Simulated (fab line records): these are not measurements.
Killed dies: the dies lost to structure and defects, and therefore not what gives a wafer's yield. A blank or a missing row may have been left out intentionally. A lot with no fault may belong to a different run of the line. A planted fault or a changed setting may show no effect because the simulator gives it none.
Which tool was responsible? || flow berkeley-cmos170 || 7 lots (21 wafers sampled), 1 step of a 331-step route

## WHAT THE GAUGES SHOWED, per wafer
UCB170_NWELL_OVL_MEAS_12.
{"lot": "L536", "measured": "day 2 19:07", "on": "overlay-01", "NWELL_OVL (nm)": "15 8 8"}
{"lot": "L538", "measured": "day 3 21:10", "on": "overlay-01", "NWELL_OVL (nm)": "11 10 11"}
{"lot": "L540", "measured": "day 4 11:13", "on": "overlay-01", "NWELL_OVL (nm)": "-2 -5 5"}
{"lot": "L544", "measured": "day 4 17:44", "on": "overlay-01", "NWELL_OVL (nm)": "6 10 8"}
{"lot": "L547", "measured": "day 5 05:58", "on": "overlay-02", "NWELL_OVL (nm)": "2 5 1"}
{"lot": "L552", "measured": "day 6 03:14", "on": "overlay-02", "NWELL_OVL (nm)": "-6 1 -7"}
{"lot": "L554", "measured": "day 6 18:14", "on": "overlay-01", "NWELL_OVL (nm)": "2 2 3"}

## EACH LOT AND THE TOOL THAT RAN IT (in order: tool; ch and the chambers of the sampled wafers; start)
There is no process step in the record ahead of these readings.

## THE ANSWER, worked out from the rows above alone
Rule: the usual values come from the lots themselves. The widest of any qualifying gaps counts: lots, ordered by their means at a reading, are off when they make up no more than a third of the lots, leave a main group of 4 or more, and stand apart from it by 3 or more times the standard deviation of that group's means. If all means in a main group match to the digits the tables above print for the reading, that group is not used. A lot without any number at a reading at which 4 lots or more have one is off too. Any other lot the step has rows for is counted as sound.
None of the lots is off at any reading shown; this tells nothing.

## WHAT HAD BEEN PUT IN BY THE SIMULATOR
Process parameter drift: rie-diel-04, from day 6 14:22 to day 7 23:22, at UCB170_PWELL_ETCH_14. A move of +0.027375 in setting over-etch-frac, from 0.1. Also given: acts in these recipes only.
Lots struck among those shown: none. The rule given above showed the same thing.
